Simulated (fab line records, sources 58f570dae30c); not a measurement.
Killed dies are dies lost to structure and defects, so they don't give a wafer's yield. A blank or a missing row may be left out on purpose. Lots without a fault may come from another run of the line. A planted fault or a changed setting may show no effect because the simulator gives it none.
fab line records | flow berkeley_cmos170
record lots=5 wafers=23
route steps=331 shown PSD@180 NSD@195 BACKSIDE@201 SDANNEAL@205 NLDD@209 SILICIDE@211 CONTACT@229 M2@272
start_h: hours from the record's first day to the start of the lot's first wafer shown | wait_h: hours since the lot's step before | " the same as in the row above | L1.1+2: a row that stands for several wafers | - no value, or no start given | * or withheld: withheld | < > ~ a bound
route shown NAME@n: a module of which the file shows steps, and the number in the route of the first | usual: mean/standard deviation of fault-free wafers | same: alike in all rows | chamber/n: place in a boat | sites: the reading at each site | _std_site: their standard deviation | _edge_site: outer sites' mean less inner sites' | radius_mm: how far each site lies from the wafer's centre | mask NAME#n: copy n | behind: the tool/chamber that last shaped the wafer | hold: why the lot was held/for how many hours/how that ended | device: the transistor (n, p or np) that didn't switch | end of line: the same wafers' tests at the end of the route | a step without rows: its recipe alone | killed: dies lost to structure and defects at the first sort, not the wafer's yield | map: a wafer's dies, x killed, . not, _ none there
set.NAME: the setting as run; set.NAME@STEP: as run at that earlier step | model.NAME: the simulator's own value behind a step, which no gauge read
lots whose settings were changed on purpose; a table a step, a row a wafer
## steps
# step UCB170_PSD_DEVELOP_05
# recipe developer=TMAH develop_time_s=45 resist=KrF dev_temp_c=21
# columns lot.wafer tool chamber start_h wait_h set.develop_time_s
L078.1+3 litho_track-03 0 - - 45
L078.2+5+6 " 0 " " 49.44
L080.1+4 litho_track-04 0 - - 45
L080.2+3+6 " 0 " " 47.9
L076.1+3 litho_track-01 0 - - 48.91
L076.2+4+6 " 0 " " 45
L085.1+2+6 litho_track-01 0 - - 45
L084.1+2+6 litho_track-04 0 - - 45
L084.3+4 " 0 " " 50.51
# step UCB170_PSD_CD_MEAS_06
# recipe target_cd_nm=1200
# usual cd_nm=1199.7/1.5
# columns lot.wafer tool chamber start_h wait_h set.dose_mj@PSD_EXPOSE_03 cd_nm
L078.1 cd_sem-01 - 187.49 - 30.88 1205.4
L078.2 " - " " 30.88 1205.6
L078.3 " - " " 30 1199.8
L078.5 " - " " 30.88 1205.4
L078.6 " - " " 30 1199.8
L080.1 cd_sem-01 - 187.87 - 30 1200.1
L080.2 " - " " 30.89 1205.4
L080.3 " - " " 30 1201.6
L080.4 " - " " 30.89 1206.2
L080.6 " - " " 30 1202.1
L076.1 cd_sem-02 - 188.00 - 30 1200.4
L076.2 " - " " 30 1199.3
L076.3 " - " " 30 1200.4
L076.4 " - " " 30 1198.8
L076.6 " - " " 30 1199.8
L085.1 cd_sem-02 - 226.33 - 30 1199.6
L085.2 " - " " 30 1199.9
L085.6 " - " " 30 1199.4
L084.1 cd_sem-02 - 226.68 - 30 1199.9
L084.2 " - " " 30 1199.6
L084.3 " - " " 30 1200.2
L084.4 " - " " 30 1199.5
L084.6 " - " " 30 1200.7
# step UCB170_NSD_IMPLANT_08
# recipe species=P dose_cm2=3e+15 energy_kev=40 tilt_deg=7
# columns lot.wafer tool chamber start_h wait_h set.energy_kev model.implant.rp_nm model.implant.drp_nm
L078.1+6 implanter-04 0 190.00 0.0 40 49.9 21.16
L078.2+3+5 " 0 " " 37.91 47.34 20.21
L080.1+3+4 implanter-04 0 190.75 0.0 40 49.09 21.16
L080.2+6 " 0 " " 40.98 50.28 21.59
L076.1+2 implanter-02 0 190.96 0.0 40 50.09 21.16
L076.3+4+6 " 0 " " 41.28 51.67 21.73
L085.1+2+6 implanter-04 0 228.37 0.0 40 47.65 21.16
L084.1+3 implanter-04 0 228.90 0.0 42.1 51.84 22.09
L084.2+4+6 " 0 " " 40 49.29 21.16
# step UCB170_NSD_STRIP_09
# recipe chemistry=O2 power_w=400 pressure_mtorr=3500 platen_temp_c=withheld o2_flow_sccm=400 overash_fraction=0.5
# usual strip_time_to_endpoint_s=35.81/0.076
# columns lot.wafer tool chamber start_h wait_h set.energy_kev@NSD_IMPLANT_08 strip_time_to_endpoint_s
L078.1 plasma_asher-01 1 190.15 0.1 40 35.87
L078.2 " 0 " " 37.91 35.04
L078.3 " 0 " " 37.91 35.03
L078.5 " 1 " " 37.91 35.04
L078.6 " 0 " " 40 35.75
L080.1 plasma_asher-03 0 190.90 0.1 40 35.84
L080.2 " 1 " " 40.98 36.23
L080.3 " 1 " " 40 35.88
L080.4 " 0 " " 40 35.89
L080.6 " 0 " " 40.98 36.21
L076.1 plasma_asher-04 0 191.11 0.1 40 35.75
L076.2 " 1 " " 40 35.78
L076.3 " 1 " " 41.28 36.31
L076.4 " 0 " " 41.28 36.34
L076.6 " 0 " " 41.28 36.28
L085.1 plasma_asher-01 1 228.52 0.1 40 35.80
L085.2 " 0 " " 40 35.85
L085.6 " 0 " " 40 35.81
L084.1 plasma_asher-03 0 229.05 0.1 42.1 36.41
L084.2 " 1 " " 40 35.65
L084.3 " 1 " " 42.1 36.48
L084.4 " 0 " " 40 35.64
L084.6 " 1 " " 40 35.65
# step UCB170_NSD_TW_MEAS_10
# usual NSD_TW=4205/21
# columns lot.wafer tool chamber start_h wait_h set.energy_kev@NSD_IMPLANT_08 NSD_TW
L078.1 film_metro-03 - 190.25 0.1 40 4259
L078.2 " - " " 37.91 4173
L078.3 " - " " 37.91 4162
L078.5 " - " " 37.91 4160
L078.6 " - " " 40 4219
L080.1 film_metro-03 - 191.00 0.1 40 4243
L080.2 " - " " 40.98 4261
L080.3 " - " " 40 4223
L080.4 " - " " 40 4242
L080.6 " - " " 40.98 4241
L076.1 film_metro-01 - 191.21 0.1 40 4185
L076.2 " - " " 40 4199
L076.3 " - " " 41.28 4235
L076.4 " - " " 41.28 4252
L076.6 " - " " 41.28 4250
L085.1 film_metro-03 - 228.62 0.1 40 4195
L085.2 " - " " 40 4161
L085.6 " - " " 40 4189
L084.1 film_metro-04 - 229.15 0.1 42.1 4252
L084.2 " - " " 40 4203
L084.3 " - " " 42.1 4259
L084.4 " - " " 40 4215
L084.6 " - " " 40 4173
# step UCB170_BACKSIDE_SOFTBAKE_02
# recipe resist=KrF temp_c=130 time_s=60
# columns lot.wafer tool chamber start_h wait_h set.time_s
L078.1+3+6 litho_track-01 0 191.10 0.1 60
L078.2+5 " 0 " " 63.03
L080.1+4+6 litho_track-02 0 191.62 0.1 55.78
L080.2+3 " 0 " " 60
L076.1+2+3+4+6 litho_track-03 0 191.97 0.1 60
L085.1+2+6 litho_track-03 0 229.15 0.1 60
L084.1+2+3+4+6 litho_track-01 0 230.01 0.1 60
# step UCB170_BACKSIDE_STRIP_03
# recipe chemistry=O2 power_w=400 pressure_mtorr=3500 platen_temp_c=withheld o2_flow_sccm=400 overash_fraction=0.5
# step UCB170_BACKSIDE_CLEAN_04
# recipe chemistry=SPM temp_c=120 time_s=600
# step UCB170_SDANNEAL_RTA_01
# recipe temp_c=1050 time_s=5 ambient=N2
# step UCB170_SDANNEAL_RS_MEAS_03
# recipe thk_meas_gauge=four-point-probe
# usual NSD_RS=37.28/0.12
# columns lot.wafer tool chamber start_h wait_h set.energy_kev@NSD_IMPLANT_08 NSD_RS[ohm/sq]
L078.1 film_metro-03 - 191.78 0.1 40 37.29
L078.2 " - " " 37.91 38.02
L078.3 " - " " 37.91 38.03
L078.5 " - " " 37.91 38.06
L078.6 " - " " 40 37.44
L080.1 film_metro-03 - 192.32 0.1 40 37.27
L080.2 " - " " 40.98 37.00
L080.3 " - " " 40 37.42
L080.4 " - " " 40 37.27
L080.6 " - " " 40.98 37.01
L076.1 film_metro-01 - 192.70 0.1 40 37.32
L076.2 " - " " 40 37.18
L076.3 " - " " 41.28 36.88
L076.4 " - " " 41.28 36.93
L076.6 " - " " 41.28 36.78
L085.1 film_metro-03 - 229.82 0.1 40 37.26
L085.2 " - " " 40 37.19
L085.6 " - " " 40 37.22
L084.1 film_metro-04 - 230.71 0.1 42.1 36.72
L084.2 " - " " 40 37.36
L084.3 " - " " 42.1 36.70
L084.4 " - " " 40 37.41
L084.6 " - " " 40 37.35
# step UCB170_SDANNEAL_RS_MEAS_05
# recipe thk_meas_gauge=four-point-probe
# usual NLDD_RS=620.5/1.2
# columns lot.wafer tool chamber start_h wait_h set.dose_cm2@NLDD_IMPLANT_09 NLDD_RS[ohm/sq]
L078.1 film_metro-03 - 192.02 0.1 5e+13 623.3
L078.2 " - " " 5e+13 619.7
L078.3 " - " " 5.371e+13 606.0
L078.5 " - " " 5.371e+13 607.0
L078.6 " - " " 5e+13 621.2
L080.1 film_metro-03 - 192.56 0.1 5e+13 619.7
L080.2 " - " " 5e+13 621.5
L080.3 " - " " 4.761e+13 631.5
L080.4 " - " " 4.761e+13 632.4
L080.6 " - " " 5e+13 619.4
L076.1 film_metro-01 - 192.94 0.1 5e+13 621.2
L076.2 " - " " 5e+13 620.2
L076.3 " - " " 5e+13 622.5
L076.4 " - " " 5e+13 619.0
L076.6 " - " " 5e+13 619.3
L085.1 film_metro-03 - 230.06 0.1 5e+13 619.1
L085.2 " - " " 5e+13 618.5
L085.6 " - " " 5e+13 619.5
L084.1 film_metro-04 - 230.95 0.1 5e+13 621.5
L084.2 " - " " 5.212e+13 611.5
L084.3 " - " " 5.212e+13 613.3
L084.4 " - " " 5e+13 620.8
L084.6 " - " " 5e+13 621.1
# step UCB170_SILICIDE_SPUTTER_01
# recipe material=Ti target_thk_nm=30 time_s=25 power_w=1500 chamber_pressure_pa=0.5
# columns lot.wafer tool chamber start_h wait_h set.time_s model.Ti_of_SILICIDE_SPUTTER_01.thk_nm
L078.1 pvd_sputter-02 - 192.21 0.0 25 29.81
L078.2 " - " " 25 28.94
L078.3 " - " " 25 29.72
L078.5 " - " " 25 29.8
L078.6 " - " " 25 29.79
L080.1 pvd_sputter-02 - 192.75 0.0 25 29.99
L080.2 " - " " 25 29
L080.3 " - " " 25 29.86
L080.4 " - " " 28.12 33.73
L080.6 " - " " 28.12 33.62
L076.1 pvd_sputter-01 - 193.13 0.0 25 30.05
L076.2 " - " " 25 29.74
L076.3 " - " " 25 29.57
L076.4 " - " " 23.36 28.37
L076.6 " - " " 23.36 28.03
L085.1 pvd_sputter-02 - 230.25 0.0 25 29.52
L085.2+6 " - " " 25 30.45
L084.1 pvd_sputter-02 - 231.13 0.0 25 29.84
L084.2 " - " " 25 29.19
L084.3 " - " " 25 30.41
L084.4 " - " " 25 30.33
L084.6 " - " " 25 30.19
# step UCB170_SILICIDE_RS_MEAS_02
# recipe thk_meas_gauge=four-point-probe reads=Ti_of_SILICIDE_SPUTTER_01
# usual SILICIDE_TI_RS=26.2/0.45
# columns lot.wafer tool chamber start_h wait_h set.time_s@SILICIDE_SPUTTER_01 SILICIDE_TI_RS[ohm/sq]
L078.1 film_metro-02 - 192.24 0.0 25 26.3
L078.2 " - " " 25 27.3
L078.3 " - " " 25 26.4
L078.5 " - " " 25 26.4
L078.6 " - " " 25 26.4
L080.1 film_metro-02 - 192.78 0.0 25 26.1
L080.2 " - " " 25 27.3
L080.3 " - " " 25 26.3
L080.4 " - " " 28.12 22.9
L080.6 " - " " 28.12 22.9
L076.1 film_metro-03 - 193.16 0.0 25 26.1
L076.2 " - " " 25 26.4
L076.3 " - " " 25 26.6
L076.4 " - " " 23.36 28.0
L076.6 " - " " 23.36 28.3
L085.1 film_metro-02 - 230.28 0.0 25 26.6
L085.2 " - " " 25 25.7
L085.6 " - " " 25 25.7
L084.1 film_metro-02 - 231.16 0.0 25 26.3
L084.2 " - " " 25 27.1
L084.3 " - " " 25 25.7
L084.4 " - " " 25 25.8
L084.6 " - " " 25 25.9
# step UCB170_SILICIDE_THK_MEAS_03
# recipe thk_meas_gauge=xrf reads=Ti_of_SILICIDE_SPUTTER_01
# usual SILICIDE_TI_THK=29.8/0.41
# columns lot.wafer tool chamber start_h wait_h set.time_s@SILICIDE_SPUTTER_01 SILICIDE_TI_THK[nm]
L078.1 film_metro-02 - 192.36 0.1 25 29.8
L078.2 " - " " 25 28.9
L078.3 " - " " 25 29.7
L078.5 " - " " 25 29.8
L078.6 " - " " 25 29.9
L080.1 film_metro-02 - 192.90 0.1 25 30.1
L080.2 " - " " 25 29.0
L080.3 " - " " 25 29.9
L080.4 " - " " 28.12 33.8
L080.6 " - " " 28.12 33.5
L076.1 film_metro-03 - 193.28 0.1 25 29.7
L076.2 " - " " 25 29.5
L076.3 " - " " 25 29.2
L076.4 " - " " 23.36 28.0
L076.6 " - " " 23.36 27.7
L085.1 film_metro-02 - 230.40 0.1 25 29.3
L085.2 " - " " 25 30.4
L085.6 " - " " 25 30.2
L084.1 film_metro-02 - 231.28 0.1 25 29.8
L084.2 " - " " 25 29.1
L084.3 " - " " 25 30.2
L084.4 " - " " 25 30.1
L084.6 " - " " 25 30.2
# step UCB170_CONTACT_PEB_13
# recipe peb_temp_c=130 peb_time_s=withheld resist=KrF
# columns lot.wafer tool chamber start_h wait_h set.peb_temp_c
L078.1+2+6 litho_track-03 0 196.15 0.1 130
L078.3+5 " 0 " " 133.7
L080.1+2+3+4+6 litho_track-03 0 198.48 0.4 130
L076.1+6 litho_track-02 0 198.58 0.2 127.3
L076.2+3+4 " 0 " " 130
L085.1+2+6 litho_track-04 0 234.27 0.2 130
L084.1+3+4 litho_track-04 0 235.17 0.2 130
L084.2+6 " 0 " " 127.4
# step UCB170_CONTACT_DEVELOP_14
# recipe developer=TMAH develop_time_s=45 resist=KrF dev_temp_c=21
# columns lot.wafer tool chamber start_h wait_h set.dev_temp_c
L078.1+5 litho_track-03 0 - - 21
L078.2+3+6 " 0 " " 19.75
L080.1+2+4 litho_track-03 0 - - 21
L080.3+6 " 0 " " 17.58
L076.1+2+4 litho_track-02 0 - - 17.44
L076.3+6 " 0 " " 21
L085.1+2+6 litho_track-04 0 - - 21
L084.1+2 litho_track-04 0 - - 19.99
L084.3+4+6 " 0 " " 21
# step UCB170_CONTACT_CD_MEAS_15
# recipe target_cd_nm=700
# usual cd_nm=700.0/1.5
# columns lot.wafer tool chamber start_h wait_h set.peb_temp_c@CONTACT_PEB_13 cd_nm
L078.1 cd_sem-02 - 196.42 - 130 699.4
L078.2 " - " " 130 699.7
L078.3 " - " " 133.7 720.9
L078.5 " - " " 133.7 720.3
L078.6 " - " " 130 699.5
L080.1 cd_sem-01 - 198.75 - 130 701.4
L080.2 " - " " 130 700.9
L080.3 " - " " 130 702.0
L080.4 " - " " 130 701.6
L080.6 " - " " 130 701.3
L076.1 cd_sem-01 - 198.87 - 127.3 679.6
L076.2 " - " " 130 699.7
L076.3 " - " " 130 697.9
L076.4 " - " " 130 699.0
L076.6 " - " " 127.3 679.3
L085.1 cd_sem-01 - 234.54 - 130 696.5
L085.2 " - " " 130 697.9
L085.6 " - " " 130 697.2
L084.1 cd_sem-02 - 235.45 - 130 697.8
L084.2 " - " " 127.4 679.9
L084.3 " - " " 130 699.5
L084.4 " - " " 130 698.0
L084.6 " - " " 127.4 679.7
# step UCB170_CONTACT_ETCH_17
# recipe chemistry=N2/H2 target_depth_a=withheld overetch_a=withheld target=BARC time_s=withheld source_w=500 bias_w=100 pressure_mtorr=30 n2_flow_sccm=100 h2_flow_sccm=200
# columns lot.wafer tool chamber start_h wait_h set.peb_temp_c@CONTACT_PEB_13 model.CONTACT.cd_nm
L078.1 rie_diel-03 1 196.58 0.0 130 699.7
L078.2 " 3 " " 130 700.1
L078.3 " 2 " " 133.7 720.2
L078.5 " 0 " " 133.7 721.7
L078.6 " 3 " " 130 699.6
L080.1 rie_diel-03 2 198.91 0.0 130 700.8
L080.2 " 1 " " 130 700.9
L080.3 " 0 " " 130 703.7
L080.4 " 3 " " 130 701.9
L080.6 " 1 " " 130 701.1
L076.1 rie_diel-04 0 199.03 0.0 127.3 680.2
L076.2 " 1 " " 130 699.8
L076.3 " 3 " " 130 696.9
L076.4 " 3 " " 130 697.4
L076.6 " 0 " " 127.3 679.8
L085.1 rie_diel-03 0 234.70 0.0 130 697.9
L085.2 " 1 " " 130 698.7
L085.6 " 1 " " 130 698.1
L084.1 rie_diel-02 3 235.60 0.0 130 697.5
L084.2 " 2 " " 127.4 679.9
L084.3 " 1 " " 130 699.4
L084.4 " 1 " " 130 697.8
L084.6 " 3 " " 127.4 679.7
# step UCB170_CONTACT_ETCH_18
# recipe chemistry=CHF3/CF4/Ar target=PSG stop_on=TiSi2 CHF3_flow_sccm=45 cf4_flow_sccm=15 Ar_flow_sccm=150 pressure_mtorr=200 rf_w=700 target_depth_a=8400 over_etch_frac=0.1879 time_s=195
# columns lot.wafer tool chamber start_h wait_h set.peb_temp_c@CONTACT_PEB_13 model.CONTACT.cd_nm
L078.1 rie_diel-03 1 - - 130 700.5
L078.2 " 3 " " 130 699.1
L078.3 " 2 " " 133.7 719.1
L078.5 " 0 " " 133.7 722.5
L078.6 " 3 " " 130 698.5
L080.1 rie_diel-03 2 - - 130 700.1
L080.2 " 1 " " 130 701.9
L080.3 " 0 " " 130 705
L080.4 " 3 " " 130 701.6
L080.6 " 1 " " 130 702.4
L076.1 rie_diel-04 0 - - 127.3 680.1
L076.2 " 1 " " 130 700.3
L076.3 " 3 " " 130 696.4
L076.4 " 3 " " 130 696.7
L076.6 " 0 " " 127.3 679.7
L085.1 rie_diel-03 0 - - 130 698.6
L085.2 " 1 " " 130 699.8
L085.6 " 1 " " 130 699
L084.1 rie_diel-02 3 - - 130 698.5
L084.2 " 2 " " 127.4 681.3
L084.3 " 1 " " 130 699.6
L084.4 " 1 " " 130 697.8
L084.6 " 3 " " 127.4 681
# step UCB170_CONTACT_STRIP_19
# recipe chemistry=O2 power_w=400 pressure_mtorr=3500 platen_temp_c=withheld o2_flow_sccm=400 overash_fraction=0.5
# step UCB170_CONTACT_CD_MEAS_90
# recipe target_cd_nm=700
# usual cd_nm=700.5/2.1
# columns lot.wafer tool chamber start_h wait_h set.peb_temp_c@CONTACT_PEB_13 cd_nm
L078.1 cd_sem-02 - 196.84 0.1 130 700.3
L078.2 " - " " 130 699.2
L078.3 " - " " 133.7 718.9
L078.5 " - " " 133.7 722.7
L078.6 " - " " 130 698.2
L080.1 cd_sem-02 - 199.18 0.1 130 700.0
L080.2 " - " " 130 701.9
L080.3 " - " " 130 705.2
L080.4 " - " " 130 701.6
L080.6 " - " " 130 702.6
L076.1 cd_sem-02 - 199.30 0.1 127.3 680.5
L076.2 " - " " 130 700.1
L076.3 " - " " 130 696.4
L076.4 " - " " 130 696.8
L076.6 " - " " 127.3 679.6
L085.1 cd_sem-01 - 234.96 0.1 130 698.6
L085.2 " - " " 130 700.1
L085.6 " - " " 130 699.4
L084.1 cd_sem-01 - 235.87 0.1 130 698.6
L084.2 " - " " 127.4 681.4
L084.3 " - " " 130 699.3
L084.4 " - " " 130 697.9
L084.6 " - " " 127.4 680.8
# step UCB170_M2_SPUTTER_01
# recipe material=Al target_thk_nm=900 time_s=120 power_w=6000 chamber_pressure_pa=0.5
# columns lot.wafer tool chamber start_h wait_h set.power_w model.Al_of_M2_SPUTTER_01.thk_nm
L078.1 pvd_sputter-01 - 206.09 0.0 6000 903.9
L078.2 " - " " 6000 894.8
L078.3 " - " " 6297 938.3
L078.5 " - " " 6000 899.5
L078.6 " - " " 6297 941.2
L076.1 pvd_sputter-03 - 206.37 0.0 6526 993.9
L076.2 " - " " 6526 989.2
L076.3 " - " " 6000 918.5
L076.4 " - " " 6000 897.3
L076.6 " - " " 6000 927.5
L080.1 pvd_sputter-03 - 206.94 0.0 6000 880.8
L080.2 " - " " 6251 953.2
L080.3 " - " " 6000 902.1
L080.4 " - " " 6251 942.1
L080.6 " - " " 6251 941
L085.1 pvd_sputter-04 - 246.28 0.0 6000 914.4
L085.2 " - " " 6000 918.7
L085.6 " - " " 6000 915.6
L084.1 pvd_sputter-03 - 246.54 0.0 6000 923
L084.2 " - " " 6000 899.7
L084.3 " - " " 5343 817.2
L084.4 " - " " 5343 814.4
L084.6 " - " " 6000 896.3
# step UCB170_M2_RS_MEAS_02
# recipe thk_meas_gauge=four-point-probe reads=Al_of_M2_SPUTTER_01
# usual M2_AL_RS=0.0322/0.00045
# columns lot.wafer tool chamber start_h wait_h set.power_w@M2_SPUTTER_01 M2_AL_RS[ohm/sq]
L078.1 film_metro-03 - 206.18 0.0 6000 0.0321
L078.2 " - " " 6000 0.0324
L078.3 " - " " 6297 0.0308
L078.5 " - " " 6000 0.0322
L078.6 " - " " 6297 0.0307
L076.1 film_metro-01 - 206.45 0.0 6526 0.0291
L076.2 " - " " 6526 0.0292
L076.3 " - " " 6000 0.0314
L076.4 " - " " 6000 0.0322
L076.6 " - " " 6000 0.0312
L080.1 film_metro-01 - 207.08 0.1 6000 0.0328
L080.2 " - " " 6251 0.0303
L080.3 " - " " 6000 0.0321
L080.4 " - " " 6251 0.0307
L080.6 " - " " 6251 0.0307
L085.1 film_metro-01 - 246.36 0.0 6000 0.0316
L085.2 " - " " 6000 0.0315
L085.6 " - " " 6000 0.0316
L084.1 film_metro-01 - 246.62 0.0 6000 0.0313
L084.2 " - " " 6000 0.0321
L084.3 " - " " 5343 0.0354
L084.4 " - " " 5343 0.0356
L084.6 " - " " 6000 0.0322
# step UCB170_M2_THK_MEAS_03
# recipe thk_meas_gauge=xrf reads=Al_of_M2_SPUTTER_01
# usual M2_AL_THK=898/13
# columns lot.wafer tool chamber start_h wait_h set.power_w@M2_SPUTTER_01 M2_AL_THK[nm]
L078.1 film_metro-03 - 206.30 0.1 6000 899
L078.2 " - " " 6000 889
L078.3 " - " " 6297 933
L078.5 " - " " 6000 889
L078.6 " - " " 6297 934
L076.1 film_metro-01 - 206.57 0.1 6526 995
L076.2 " - " " 6526 989
L076.3 " - " " 6000 920
L076.4 " - " " 6000 900
L076.6 " - " " 6000 930
L080.1 film_metro-01 - 207.20 0.1 6000 888
L080.2 " - " " 6251 960
L080.3 " - " " 6000 906
L080.4 " - " " 6251 943
L080.6 " - " " 6251 947
L085.1 film_metro-01 - 246.48 0.1 6000 913
L085.2 " - " " 6000 917
L085.6 " - " " 6000 913
L084.1 film_metro-01 - 246.74 0.1 6000 924
L084.2 " - " " 6000 897
L084.3 " - " " 5343 816
L084.4 " - " " 5343 814
L084.6 " - " " 6000 894
## key
split step=UCB170_PSD_DEVELOP_05 setting=develop_time_s stated=45 by=wafer
response none clear
split step=UCB170_NSD_IMPLANT_08 setting=energy_kev stated=40 by=wafer
response step=UCB170_NSD_IMPLANT_08 reading=model.implant.rp_nm change=+0.488 per=1% r=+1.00
response step=UCB170_NSD_IMPLANT_08 reading=model.implant.drp_nm change=+0.18 per=1% r=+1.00
response step=UCB170_NSD_STRIP_09 reading=strip_time_to_endpoint_s change=* per=1% r=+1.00
response step=UCB170_NSD_TW_MEAS_10 reading=NSD_TW change=+12.7 per=1% r=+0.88
response step=UCB170_SDANNEAL_RS_MEAS_03 reading=NSD_RS change=-0.126 per=1% r=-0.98
split step=UCB170_BACKSIDE_SOFTBAKE_02 setting=time_s stated=60 by=wafer
response none clear
split step=UCB170_SILICIDE_SPUTTER_01 setting=time_s stated=25 by=wafer
response step=UCB170_SILICIDE_SPUTTER_01 reading=model.Ti_of_SILICIDE_SPUTTER_01.thk_nm change=+0.307 per=1% r=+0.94
response step=UCB170_SILICIDE_RS_MEAS_02 reading=SILICIDE_TI_RS change=-0.289 per=1% r=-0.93
response step=UCB170_SILICIDE_THK_MEAS_03 reading=SILICIDE_TI_THK change=+0.304 per=1% r=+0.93
split step=UCB170_CONTACT_PEB_13 setting=peb_temp_c stated=130 by=wafer
response step=UCB170_CONTACT_CD_MEAS_15 reading=cd_nm change=+8.39 per=1% r=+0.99
response step=UCB170_CONTACT_ETCH_17 reading=model.CONTACT.cd_nm change=+8.2 per=1% r=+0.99
response step=UCB170_CONTACT_ETCH_18 reading=model.CONTACT.cd_nm change=+8.11 per=1% r=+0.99
response step=UCB170_CONTACT_CD_MEAS_90 reading=cd_nm change=+8.12 per=1% r=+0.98
split step=UCB170_CONTACT_DEVELOP_14 setting=dev_temp_c stated=21 by=wafer
response none clear
split step=UCB170_M2_SPUTTER_01 setting=power_w stated=6000 by=wafer
response step=UCB170_M2_SPUTTER_01 reading=model.Al_of_M2_SPUTTER_01.thk_nm change=+8.77 per=1% r=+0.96
response step=UCB170_M2_RS_MEAS_02 reading=M2_AL_RS change=-0.00032 per=1% r=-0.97
response step=UCB170_M2_THK_MEAS_03 reading=M2_AL_THK change=+8.69 per=1% r=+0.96
split outside_this_file step=UCB170_NLDD_IMPLANT_09 setting=dose_cm2
split outside_this_file step=UCB170_PSD_EXPOSE_03 setting=dose_mj
# split outside_this_file: this setting was split too, and the file shows its column; the key of that split is in another file
